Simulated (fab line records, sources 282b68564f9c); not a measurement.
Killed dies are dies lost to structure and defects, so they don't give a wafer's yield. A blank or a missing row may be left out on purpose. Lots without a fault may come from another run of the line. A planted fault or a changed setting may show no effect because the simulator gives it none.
fab line records | flow rit_cmos
record lots=6 wafers=18 last_day=7
route steps=202 shown NWELL@35 PWELL@39 M1@202
lots that met no fault: from a run of the same line without faults
start_h: hours from the record's first day to the start of the lot's first wafer shown | wait_h: hours since the lot's step before | " the same as in the row above | L1.1+2: a row that stands for several wafers | - no value, or no start given | * or withheld: withheld | < > ~ a bound
route shown NAME@n: a module of which the file shows steps, and the number in the route of the first | usual: mean/standard deviation of fault-free wafers | same: alike in all rows | chamber/n: place in a boat | sites: the reading at each site | _std_site: their standard deviation | _edge_site: outer sites' mean less inner sites' | radius_mm: how far each site lies from the wafer's centre | mask NAME#n: copy n | behind: the tool/chamber that last shaped the wafer | hold: why the lot was held/for how many hours/how that ended | device: the transistor (n, p or np) that didn't switch | end of line: the same wafers' tests at the end of the route | a step without rows: its recipe alone | killed: dies lost to structure and defects at the first sort, not the wafer's yield | map: a wafer's dies, x killed, . not, _ none there
set.NAME: the setting as run; set.NAME@STEP: as run at that earlier step | model.NAME: the simulator's own value behind a step, which no gauge read
lots at some steps of the route; a table a step, a row a wafer
services: from which hour (start_h, from the record's first day; less than 0 if before it) a tool's chamber was out of use, for how many hours, and why
## steps
# step RIT_NWELL_HARDBAKE_07
# recipe resist=NOVOLAK temp_c=140 time_s=120
# step RIT_NWELL_IMPLANT_08
# recipe species=P energy_kev=168.6 dose_cm2=5e+13 tilt_deg=7
# step RIT_NWELL_STRIP_09
# recipe chemistry=O2 time_s=180 resist=NOVOLAK platen_temp_c=withheld power_w=500 pressure_mtorr=4000 o2_flow_sccm=4000
# usual drypump_motor_current_A=5.7/0.33
# columns lot.wafer tool chamber start_h wait_h drypump_motor_current_A rf_hours_counter_h
L731.4 plasma_asher-03 0 30.24 0.1 5.6 -
L731.5 " 1 " " 6.0 -
L731.6 " 0 " " 5.6 -
L737.4 plasma_asher-02 1 56.85 0.1 5.5 -
L737.5 " 1 " " 5.5 -
L737.6 " 0 " " 6.1 -
L741.1 plasma_asher-01 0 75.69 0.1 5.7 45
L741.3 " 0 " " 5.7 -
L741.4 " 1 " " 5.1 -
L744.1 plasma_asher-02 0 91.70 0.1 6.1 47
L744.3 " 1 " " 5.5 -
L744.4 " 0 " " 6.1 -
L749.1 plasma_asher-01 0 115.96 0.1 5.8 50
L749.3 " 0 " " 5.8 -
L749.6 " 0 " " 5.8 -
L751.3 plasma_asher-03 0 125.81 0.1 5.6 -
L751.4 " 1 " " 6.0 -
L751.6 " 0 " " 5.6 -
# step RIT_NWELL_TW_MEAS_10
# usual NWELL_TW=2145/10
# columns lot.wafer tool chamber start_h wait_h NWELL_TW
L731.4 film_metro-01 - 30.39 0.1 2164
L731.5 " - " " 2161
L731.6 " - " " 2155
L737.4 film_metro-02 - 57.00 0.1 2136
L737.5 " - " " 2148
L737.6 " - " " 2140
L741.1 film_metro-02 - 75.86 0.1 2125
L741.3 " - " " 2138
L741.4 " - " " 2140
L744.1 film_metro-02 - 91.88 0.1 2145
L744.3 " - " " 2149
L744.4 " - " " 2141
L749.1 film_metro-02 - 116.14 0.1 2152
L749.3 " - " " 2142
L749.6 " - " " 2150
L751.3 film_metro-01 - 125.95 0.1 2144
L751.4 " - " " 2154
L751.6 " - " " 2151
# step RIT_PWELL_HMDS_00
# recipe prime_time_s=60 prime_temp_c=140
# step RIT_PWELL_COAT_01
# recipe resist=NOVOLAK spin_rpm=2000 resist_thk_nm=1300
# step RIT_PWELL_SOFTBAKE_02
# recipe resist=NOVOLAK temp_c=90 time_s=60
# step RIT_PWELL_EXPOSE_03
# recipe mask_id=M3 na=0.57 target_cd_nm=43700 dose_mj=250
# step RIT_PWELL_PEB_04
# recipe resist=NOVOLAK temp_c=withheld time_s=withheld
# step RIT_PWELL_DEVELOP_05
# recipe resist=NOVOLAK develop_time_s=68 dev_temp_c=23
# step RIT_PWELL_OVL_MEAS_06
# usual PWELL_OVL=1.9/1.4
# columns lot.wafer tool chamber start_h wait_h PWELL_OVL[nm]
L731.4 overlay-02 - 31.44 - 1.6
L731.5 " - " " 1.5
L731.6 " - " " 2.8
L737.4 overlay-02 - 57.92 - 1.2
L737.5 " - " " 1.2
L737.6 " - " " 0.7
L741.1 overlay-02 - 76.93 - 0.4
L741.3 " - " " 2.6
L741.4 " - " " -0.4
L744.1 overlay-02 - 92.82 - -0.7
L744.3 " - " " 1.6
L744.4 " - " " -0.4
L749.1 overlay-02 - 117.08 - 2.9
L749.3 " - " " -0.2
L749.6 " - " " 1.3
L751.3 overlay-02 - 127.18 - 1.2
L751.4 " - " " 2.0
L751.6 " - " " 3.0
# step RIT_PWELL_HARDBAKE_07
# recipe resist=NOVOLAK temp_c=140 time_s=120
# step RIT_PWELL_IMPLANT_08
# recipe species=B energy_kev=167 dose_cm2=7e+13 tilt_deg=7
# usual beam_energy_keV=167.01/0.051 dose_ions_cm2=7e+13/7e+10 faraday_current_uA=222/4.8
# columns lot.wafer tool chamber start_h wait_h beam_energy_keV dose_ions_cm2 faraday_current_uA
L731.4 implanter-02 0 31.78 0.2 166.96 7.022e+13 213
L731.5 " 0 " " 167.07 6.999e+13 221
L731.6 " 0 " " 167.02 6.997e+13 223
L737.4 implanter-04 0 58.27 0.2 167.05 7e+13 227
L737.5 " 0 " " 167.03 7.003e+13 225
L737.6 " 0 " " 167.03 6.998e+13 228
L741.1 implanter-04 0 77.22 0.2 166.92 1.1206e+14 353
L741.3 " 0 " " 166.92 1.1196e+14 360
L741.4 " 0 " " 166.94 1.12e+14 352
L744.1 implanter-04 0 93.10 0.2 167.10 1.1191e+14 350
L744.3 " 0 " " 167.03 1.1192e+14 344
L744.4 " 0 " " 167.06 1.1198e+14 355
L749.1 implanter-01 0 117.36 0.2 167.05 7.002e+13 216
L749.3 " 0 " " 167.03 7.015e+13 229
L749.6 " 0 " " 167.03 6.999e+13 220
L751.3 implanter-02 0 127.51 0.2 167.03 6.988e+13 220
L751.4 " 0 " " 166.96 6.993e+13 230
L751.6 " 0 " " 167.05 6.996e+13 224
# step RIT_PWELL_STRIP_09
# recipe chemistry=O2 time_s=180 resist=NOVOLAK platen_temp_c=withheld power_w=500 pressure_mtorr=4000 o2_flow_sccm=4000
# usual drypump_motor_current_A=5.6/0.34
# columns lot.wafer tool chamber start_h wait_h drypump_motor_current_A rf_hours_counter_h
L731.4 plasma_asher-02 0 31.92 0.1 6.1 -
L731.5 " 1 " " 5.5 -
L731.6 " 0 " " 6.1 -
L737.4 plasma_asher-04 1 58.40 0.1 5.4 -
L737.5 " 1 " " 5.4 -
L737.6 " 0 " " 5.0 -
L741.1 plasma_asher-04 1 77.37 0.1 5.4 44
L741.3 " 0 " " 5.0 -
L741.4 " 1 " " 5.5 -
L744.1 plasma_asher-03 1 93.25 0.1 6.0 26
L744.3 " 0 " " 5.6 -
L744.4 " 1 " " 6.0 -
L749.1 plasma_asher-03 0 117.51 0.1 5.6 29
L749.3 " 0 " " 5.6 -
L749.6 " 1 " " 5.9 -
L751.3 plasma_asher-03 1 127.67 0.1 6.0 -
L751.4 " 0 " " 5.6 -
L751.6 " 0 " " 5.6 -
# step RIT_PWELL_TW_MEAS_10
# usual PWELL_TW=953/5.8
# columns lot.wafer tool chamber start_h wait_h hold PWELL_TW
L731.4 film_metro-02 - 32.06 0.1 - 945
L731.5 " - " " - 954
L731.6 " - " " - 949
L737.4 film_metro-01 - 58.55 0.1 - 963
L737.5 " - " " - 957
L737.6 " - " " - 959
L741.1 film_metro-02 - 77.54 0.1 await_dispo/0.2h/release 1104
L741.3 " - " " await_dispo/0.2h/release 1106
L741.4 " - " " await_dispo/0.2h/release 1109
L741.1 film_metro-02 - 77.77 0.2 - 1114
L741.3 " - " " - 1112
L741.4 " - " " - 1108
L744.1 film_metro-03 - 93.43 0.1 await_dispo/0.2h/release 1096
L744.3 " - " " await_dispo/0.2h/release 1098
L744.4 " - " " await_dispo/0.2h/release 1105
L744.1 film_metro-03 - 93.65 0.2 - 1099
L744.3 " - " " - 1095
L744.4 " - " " - 1096
L749.1 film_metro-03 - 117.69 0.1 - 951
L749.3 " - " " - 953
L749.6 " - " " - 948
L751.3 film_metro-01 - 127.80 0.1 - 957
L751.4 " - " " - 960
L751.6 " - " " - 958
# step RIT_WELLDRIVE_RS_MEAS_01
# recipe thk_meas_gauge=four-point-probe
# usual NWELL_RS=275.8/0.76
# columns lot.wafer tool chamber start_h wait_h NWELL_RS[ohm/sq]
L731.4 film_metro-02 - 37.24 0.1 274.8
L731.5 " - " " 275.1
L731.6 " - " " 275.9
L737.4 film_metro-02 - 63.72 0.1 275.5
L737.5 " - " " 274.7
L737.6 " - " " 275.5
L741.1 film_metro-02 - 84.44 0.0 277.7
L741.3 " - " " 276.6
L741.4 " - " " 277.2
L744.1 film_metro-02 - 99.87 0.0 275.6
L744.3 " - " " 275.4
L744.4 " - " " 275.5
L749.1 film_metro-02 - 123.90 0.0 275.5
L749.3 " - " " 276.1
L749.6 " - " " 276.6
L751.3 film_metro-02 - 132.97 0.0 276.1
L751.4 " - " " 275.5
L751.6 " - " " 275.4
# step RIT_WELLDRIVE_RS_MEAS_02
# recipe thk_meas_gauge=four-point-probe
# usual PWELL_RS=430.5/1.1
# columns lot.wafer tool chamber start_h wait_h hold PWELL_RS[ohm/sq]
L731.4 film_metro-02 - 37.36 0.1 - 429.9
L731.5 " - " " - 428.5
L731.6 " - " " - 428.9
L737.4 film_metro-02 - 63.84 0.1 - 430.5
L737.5 " - " " - 431.8
L737.6 " - " " - 429.9
L741.1 film_metro-02 - 84.65 0.2 await_dispo/0.2h/release 320.5
L741.3 " - " " await_dispo/0.2h/release 322.1
L741.4 " - " " await_dispo/0.2h/release 320.9
L741.1 film_metro-02 - 84.93 0.3 - 321.1
L741.3 " - " " - 321.3
L741.4 " - " " - 321.5
L744.1 film_metro-02 - 99.99 0.1 await_dispo/0.2h/release 321.7
L744.3 " - " " await_dispo/0.2h/release 323.0
L744.4 " - " " await_dispo/0.2h/release 322.8
L744.1 film_metro-02 - 100.28 0.3 - 322.2
L744.3 " - " " - 323.1
L744.4 " - " " - 322.6
L749.1 film_metro-02 - 124.02 0.1 - 429.5
L749.3 " - " " - 431.1
L749.6 " - " " - 431.8
L751.3 film_metro-02 - 133.09 0.1 - 429.1
L751.4 " - " " - 430.1
L751.6 " - " " - 431.3
# step RIT_M1_PROBE_99
# usual defect_limited_yield=97.3/1.2 killed_at_contacts=0.1/0.25 killed_at_front_end=7/3.2 killed_dies=7/3.2 killed_open=3.5/2.1 killed_short=3.5/2.1 sort_bin_3_pad_short=0.1/0.21 sort_bin_5_function=1.5/0.8 sort_bin_6_memory=1.0/0.69 sort_n_pass=257/3.2 sort_yield_pct=97.3/1.2
# same gross_dies=264 killed_at_M0_to_M3=0 killed_at_M4_up=0 killed_at_back_side=0 killed_at_other=0
# columns lot.wafer tool chamber start_h wait_h defect_limited_yield[%] killed_at_contacts killed_at_front_end killed_dies killed_open killed_short sort_bin_3_pad_short[%] sort_bin_5_function[%] sort_bin_6_memory[%] sort_n_pass sort_yield_pct[%]
L731.4 prober-01 - 67.84 0.2 97.3 0 7 7 3 4 0 1.1 1.5 257 97.3
L731.5 prober-01 - 67.89 0.2 98.1 0 5 5 3 2 0.8 0 1.1 259 98.1
L731.6 prober-01 - 67.94 0.2 97.3 0 7 7 4 3 0 2.3 0.4 257 97.3
L749.1 prober-02 - 152.05 0.1 98.5 0 4 4 1 3 0 0.8 0.8 260 98.5
L749.3 prober-02 - 152.15 0.2 97.3 0 7 7 3 4 0 2.7 0 257 97.3
L749.6 prober-02 - 152.30 0.2 98.5 0 4 4 2 2 0.4 1.1 0 260 98.5
L751.3 prober-02 - 174.20 0.2 98.1 1 4 5 2 3 0 1.1 0.8 259 98.1
L751.4 prober-02 - 174.25 0.2 97.0 0 8 8 5 3 0 2.3 0.8 256 97.0
L751.6 prober-02 - 174.35 0.2 98.1 0 5 5 1 4 0.4 1.1 0.4 259 98.1
# killed by level:class
L731.4 FOX1:geometric_particle:open=2 GATE:geometric_particle:short=2 FOX1:geometric_particle:short=1 GATE:geometric_particle:open=1 REOX:geometric_particle:short=1
L731.5 FOX2:geometric_particle:open=1 GATE:geometric_particle:short=1 GATE:geometric_particle:open=1 REOX:geometric_particle:open=1 SILICIDE:geometric_particle:short=1
L731.6 FOX1:geometric_particle:short=2 FOX1:geometric_particle:open=1 GATE:geometric_particle:short=1 GATE:geometric_particle:open=1 REOX:geometric_particle:open=1 SILICIDE:geometric_particle:open=1
L749.1 GATE:geometric_particle:short=2 FOX2:geometric_particle:short=1 GATE:geometric_particle:open=1
L749.3 GATE:geometric_particle:open=2 SILICIDE:geometric_particle:short=2 FOX1:geometric_particle:short=1 GATE:geometric_particle:short=1 SPACER:geometric_particle:open=1
L749.6 GATE:geometric_particle:short=2 REOX:geometric_particle:open=1 SPACER:geometric_particle:open=1
L751.3 GATE:geometric_particle:short=2 REOX:geometric_particle:open=1 SPACER:geometric_particle:short=1 CONTACT:geometric_particle:open=1
L751.4 REOX:geometric_particle:open=4 FOX1:geometric_particle:short=1 FOX2:geometric_particle:short=1 GATE:geometric_particle:short=1 GATE:geometric_particle:open=1
L751.6 FOX2:geometric_particle:short=2 GATE:geometric_particle:short=1 GATE:geometric_particle:open=1 SPACER:geometric_particle:short=1
## services
# columns tool chamber start_h hours kind
implanter-01 - 10.94 68.4 pm
plasma_asher-04 - 14.78 0.4 repair
plasma_asher-03 - 34.16 28.1 pm
implanter-04 - 39.23 2.9 repair
implanter-04 - 58.68 6.9 pm
plasma_asher-02 - 60.59 2.8 repair
implanter-01 - 90.75 3.0 repair
implanter-04 - 93.50 1.8 repair
implanter-01 - 107.51 4.6 pm
plasma_asher-02 - 108.92 9.0 pm
plasma_asher-02 0 108.92 9.0 vent_cycle
plasma_asher-02 1 108.92 9.0 vent_cycle
plasma_asher-02 0 117.92 - clean
plasma_asher-02 1 117.92 - clean
## key
first_sign step=RIT_PWELL_IMPLANT_08 reading=dose_ions_cm2 direction=up sigmas=99+ usual=7e+13 struck=1.1197e+14
effect step=RIT_PWELL_IMPLANT_08 reading=faraday_current_uA direction=up sigmas=27 usual=222 struck=352
effect step=RIT_PWELL_TW_MEAS_10 reading=visit direction=added
effect step=RIT_PWELL_TW_MEAS_10 reading=PWELL_TW direction=up sigmas=26 usual=953 struck=1103
effect step=RIT_WELLDRIVE_RS_MEAS_02 reading=visit direction=added
effect step=RIT_WELLDRIVE_RS_MEAS_02 reading=PWELL_RS direction=down sigmas=99+ usual=430.5 struck=321.8
met_at RIT_PWELL_IMPLANT_08
struck_wafers L741.1,L741.3,L741.4,L744.1,L744.3,L744.4
scrapped_behind RIT_WELLDRIVE_RS_MEAS_02 L741.1,L741.3,L741.4,L744.1,L744.3,L744.4
onset_between 58.27 77.22
fault kind=process_parameter_drift tool=implanter-04 chamber=- onset_h=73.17 steps=RIT_PWELL_IMPLANT_08 channel=dose_cm2 offset=4.2e+13 shape=step end_h=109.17 acts_in=these_recipes_only stated=7e+13
